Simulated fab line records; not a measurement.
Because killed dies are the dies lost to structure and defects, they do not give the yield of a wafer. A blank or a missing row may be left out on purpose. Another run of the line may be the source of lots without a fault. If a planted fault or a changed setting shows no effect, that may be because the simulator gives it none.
Split-lot trial + flow rit_cmos + 23 wafers read from 5 lots, route of 202 steps

ON THE SPLIT
At RIT_FOX2_OXIDATION_00 (target thk 350.7 nm, ox time 1130 s), the setting ox_time_s was moved away from the recipe's 1130 s on 15 of the 23 wafers read, by -11.2% to +12.2%. For the rest of the wafers, this setting stayed at what the recipe calls for.

FROM THE SPLIT TO THE READING: what the file shows between them, 20 steps
- RIT_FOX2_THK_MEAS_01
- RIT_FOX2_CLEAN_02: cleans in dHF, time 180 s
- RIT_FOX2_WET_ETCH_03: etches Si3N4 in H3PO4, target depth 195 nm, time 2700 s
- RIT_FOX2_THK_MEAS_90
- RIT_NWELL_SOFTBAKE_02: time 60 s (also split here: temp_c)
- RIT_NWELL_IMPLANT_08 (also split here: energy_kev)
- RIT_NRETRO_COAT_01: resist thk 1300 nm (also split here: resist_thk_nm)
- RIT_NRETRO_SOFTBAKE_02: time 60 s (also split here: temp_c)
- RIT_NRETRO_EXPOSE_03: exposes mask M4, target cd 43900 nm
- RIT_NRETRO_PEB_04
- RIT_NRETRO_DEVELOP_05: develop time 68 s
- RIT_NRETRO_HARDBAKE_07: time 120 s
- RIT_PRETRO_SOFTBAKE_02: time 60 s (also split here: temp_c)
- RIT_PRETRO_EXPOSE_03: exposes mask M5, target cd 43700 nm
- RIT_PRETRO_PEB_04
- RIT_PRETRO_DEVELOP_05: develop time 68 s
- RIT_PRETRO_IMPLANT_08 (also split here: energy_kev)
- RIT_PRETRO_STRIP_09: strips in O2, time 180 s
- RIT_GATE_CLEAN_03: cleans in SC2, time 600 s
- RIT_GATE_CLEAN_04: cleans in dHF, time 60 s

THE READING
Values of FIELD_OXIDE_LEFT_2_THK in nm from RIT_FOX2_THK_MEAS_91. Fault-free wafers of this fab line usually give 256 nm, standard deviation 6.9 nm.

| wafer  | tool, chamber at the split | ox_time_s as run, s | against the recipe | FIELD_OXIDE_LEFT_2_THK, nm | against lot-mates on the recipe |
|--------|----------------------------|---------------------|--------------------|----------------------------|---------------------------------|
| L075.1 | -, -                       | 1130                | recipe             | 259                        | -                               |
| L075.3 | -, -                       | 1130                | recipe             | 258                        | -                               |
| L075.4 | -, -                       | 1130                | recipe             | 259                        | -                               |
| L075.5 | -, -                       | 1130                | recipe             | 252                        | -                               |
| L075.6 | -, -                       | 1130                | recipe             | 261                        | -                               |
| L077.1 | furnace-01, 0              | 1130                | recipe             | 259                        | -                               |
| L077.4 | furnace-01, 0              | 1130                | recipe             | 264                        | -                               |
| L077.6 | furnace-01, 0              | 1130                | recipe             | 260                        | -                               |
| L080.1 | -, -                       | 1006                | -11.0%             | 228                        | no lot-mate on the recipe       |
| L080.2 | -, -                       | 1006                | -11.0%             | 234                        | no lot-mate on the recipe       |
| L080.3 | -, -                       | 1006                | -11.0%             | 237                        | no lot-mate on the recipe       |
| L080.5 | -, -                       | 1006                | -11.0%             | 229                        | no lot-mate on the recipe       |
| L080.6 | -, -                       | 1006                | -11.0%             | 229                        | no lot-mate on the recipe       |
| L081.1 | -, -                       | 1003                | -11.2%             | 233                        | no lot-mate on the recipe       |
| L081.2 | -, -                       | 1003                | -11.2%             | 234                        | no lot-mate on the recipe       |
| L081.4 | -, -                       | 1003                | -11.2%             | 233                        | no lot-mate on the recipe       |
| L081.5 | -, -                       | 1003                | -11.2%             | 233                        | no lot-mate on the recipe       |
| L081.6 | -, -                       | 1003                | -11.2%             | 235                        | no lot-mate on the recipe       |
| L082.1 | -, -                       | 1268                | +12.2%             | 272                        | no lot-mate on the recipe       |
| L082.2 | -, -                       | 1268                | +12.2%             | 274                        | no lot-mate on the recipe       |
| L082.4 | -, -                       | 1268                | +12.2%             | 272                        | no lot-mate on the recipe       |
| L082.5 | -, -                       | 1268                | +12.2%             | 269                        | no lot-mate on the recipe       |
| L082.6 | -, -                       | 1268                | +12.2%             | 269                        | no lot-mate on the recipe       |

THE FIT
A straight line over all 23 wafers: FIELD_OXIDE_LEFT_2_THK changes by +1.73 nm for each +1% of ox_time_s; r = +0.96; the points scatter about the line by 4.9 nm.
Too few moved wafers have a lot-mate on the recipe to fit a line with each lot's own level taken away.

THE WHOLE CHAIN: every reading that the file lists as answering this split, in the file's order
| step                  | what it does                        | reading                                                                           | change (the file's fit)              | r (the file's) |
|-----------------------|-------------------------------------|-----------------------------------------------------------------------------------|--------------------------------------|----------------|
| RIT_FOX2_OXIDATION_00 | target thk 350.7 nm, ox time 1130 s | SiO2_of_FOX2_OXIDATION_00.thk_nm (the simulator's own value, which no gauge read) | +1.71 nm for each +1% of the setting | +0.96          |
| RIT_FOX2_THK_MEAS_01  |                                     | FOX2_OXIDE_THK                                                                    | +1.71 for each +1% of the setting    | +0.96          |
| RIT_FOX2_THK_MEAS_90  |                                     | FIELD_OXIDE_LEFT_1_THK                                                            | +1.69 for each +1% of the setting    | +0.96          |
| RIT_FOX2_THK_MEAS_91  |                                     | FIELD_OXIDE_LEFT_2_THK                                                            | +1.72 for each +1% of the setting    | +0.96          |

THE FILE'S OWN FIT
FIELD_OXIDE_LEFT_2_THK changes by +1.72 nm for each +1% of ox_time_s, r = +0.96.
